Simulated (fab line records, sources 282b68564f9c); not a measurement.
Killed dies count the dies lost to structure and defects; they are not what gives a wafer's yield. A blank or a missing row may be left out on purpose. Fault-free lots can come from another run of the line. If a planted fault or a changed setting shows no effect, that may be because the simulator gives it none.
Which tool did it?	flow rit_cmos	6 lots, 18 wafers sampled, at 2 steps of a route of 202

== WHAT EACH GAUGE READ, for each wafer ==
RIT_NSD_OVL_MEAS_06.
lot	measured	on	NSD_OVL (nm)
L565	day 3 04:55	overlay-01	0.2 -1.1 -1.1
L568	day 3 19:55	overlay-02	-1.9 -1.3 -1.1
L570	day 4 05:15	overlay-02	-2.6 -1.3 -2.1
L572	day 4 15:38	overlay-02	-0.8 0.5 0.0
L575	day 5 05:57	overlay-01	-0.9 -0.9 -1.6
L578	day 5 21:28	overlay-02	- - -

== WHAT TOOL EACH LOT RAN ON (gives the tool, then ch and the chambers of the sampled wafers, and finally the start) ==
lot	RIT_NSD_EXPOSE_03
L565	iline_stepper-02 ch 0, day 3 04:32
L568	iline_stepper-01 ch 0, day 3 19:31
L570	iline_stepper-02 ch 0, day 4 04:52
L572	iline_stepper-01 ch 0, day 4 15:15
L575	iline_stepper-02 ch 0, day 5 05:35
L578	iline_stepper-02 ch 0, day 5 21:05
- RIT_NSD_EXPOSE_03: exposes mask M9, target cd 40700 nm.

== THE ANSWER, worked out from the rows above alone ==
Rule: the usual values come from the lots themselves. The widest of any qualifying gaps counts: lots, ordered by their means at a reading, are off when they make up no more than a third of the lots, leave a main group of 4 or more, and stand apart from it by 3 or more times the standard deviation of that group's means. A main group is skipped when, at the precision printed for the reading in the tables above, its means are all equal. A lot without any number at a reading at which 4 lots or more have one is off too. Any other lot the step has rows for is counted as sound.
Off: L578, at RIT_NSD_OVL_MEAS_06 (NSD_OVL). Without a number there: L578. For the main group the mean is -1.1 nm and the standard deviation 0.65.
If a tool, at a process step before that reading, ran all the lots that are off and no sound lot after the first of them, it fits. Those tools and the gauges at RIT_NSD_OVL_MEAS_06 are tried in the same way. Undecided on this evidence; 2 tools fit (iline_stepper-02 at RIT_NSD_EXPOSE_03, overlay-02 at RIT_NSD_OVL_MEAS_06).

== WHAT THE SIMULATOR PUT IN ==
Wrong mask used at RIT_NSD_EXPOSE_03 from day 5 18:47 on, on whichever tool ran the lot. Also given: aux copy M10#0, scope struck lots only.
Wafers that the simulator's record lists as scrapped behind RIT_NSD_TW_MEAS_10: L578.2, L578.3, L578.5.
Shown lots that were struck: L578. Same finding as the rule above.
